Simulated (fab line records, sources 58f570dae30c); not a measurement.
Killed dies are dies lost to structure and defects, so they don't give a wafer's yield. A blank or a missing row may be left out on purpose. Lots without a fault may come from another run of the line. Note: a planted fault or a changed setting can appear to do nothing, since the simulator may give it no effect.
One fault seen from 2 desks | flow berkeley cmos170 | each desk has only its own numbers; what lay behind them comes last

## DESK OF THE TOOL OWNER: rie diel-03
The tool's own readings at UCB170_CONTACT_ETCH_17 (etches BARC in N2/H2): means of the sampled wafers that have a number, for each lot that ran on this tool. A lot is out of limits, marked OUT, if its mean lies more than 4 standard deviations from the usual mean; the brackets give that distance.
Columns: A = drypump motor current A at UCB170_CONTACT_ETCH_17, usual 5.9 A; B = oes product au at UCB170_CONTACT_ETCH_17, usual 1.003 a.u.; C = throttle valve pct at UCB170_CONTACT_ETCH_17, usual 13.37 %
lot  | first seen here | A   | B     | C
L733 | day 8 00:13     | 5.9 | 1.000 | 13.38
L745 | day 11 00:02    | 5.8 | 1.019 | 13.37
L747 | day 11 02:02    | 5.9 | 1.007 | 13.38
This desk's verdict: no lot among the 3 shows anything out of limits.

## AT THE METROLOGY DESK
Means of the sampled wafers that have a number, per lot and without regard to the tool the lot ran on: this is what the gauges read. A lot is out of limits, marked OUT, if its mean lies more than 4 standard deviations from the usual mean; the brackets give that distance. Readings shown: 7 of its 11, picked as those furthest out on some lot.
Columns: A = CONTACT_OVL at UCB170_CONTACT_OVL_MEAS_16, usual 4 nm; B = cd nm at UCB170_CONTACT_CD_MEAS_90, usual 700.1 nm; C = M1_AL_RS at UCB170_M1_RS_MEAS_01, usual 0.0486 ohm/sq; D = M1_OVL at UCB170_M1_OVL_MEAS_10, usual 1 nm; E = cd nm at UCB170_M1_CD_MEAS_90, usual 700.0 nm; F = V1_TEOS_THK at UCB170_V1_THK_MEAS_01, usual 2000 nm; G = V1_BOW at UCB170_V1_BOW_MEAS_03, usual 18 um
lot  | first seen here | A  | B     | C      | D  | E     | F    | G
L733 | day 8 00:04     | 1  | 699.9 | 0.0482 | -4 | 701.4 | 1982 | 19
L736 | day 8 18:01     | 0  | 701.2 | 0.0487 | 3  | 699.4 | 2007 | 14
L745 | day 10 23:53    | 5  | 701.7 | 0.0485 | -3 | 701.7 | 2038 | 19
L747 | day 11 01:52    | 10 | 700.5 | 0.0482 | -7 | 695.2 | 2003 | 19
L754 | day 12 11:17    | 9  | 701.0 | 0.0485 | 4  | 700.1 | 1971 | 13
L753 | day 12 13:00    | 3  | 700.1 | 0.0491 | 4  | 699.9 | 2023 | 26
This desk's verdict: no lot among the 6 shows anything out of limits.

## BROUGHT TOGETHER
The desk of the tool owner found nothing out of limits.
At the metrology desk, nothing out of limits was observed.

## WHAT THE SIMULATOR HAD INSERTED
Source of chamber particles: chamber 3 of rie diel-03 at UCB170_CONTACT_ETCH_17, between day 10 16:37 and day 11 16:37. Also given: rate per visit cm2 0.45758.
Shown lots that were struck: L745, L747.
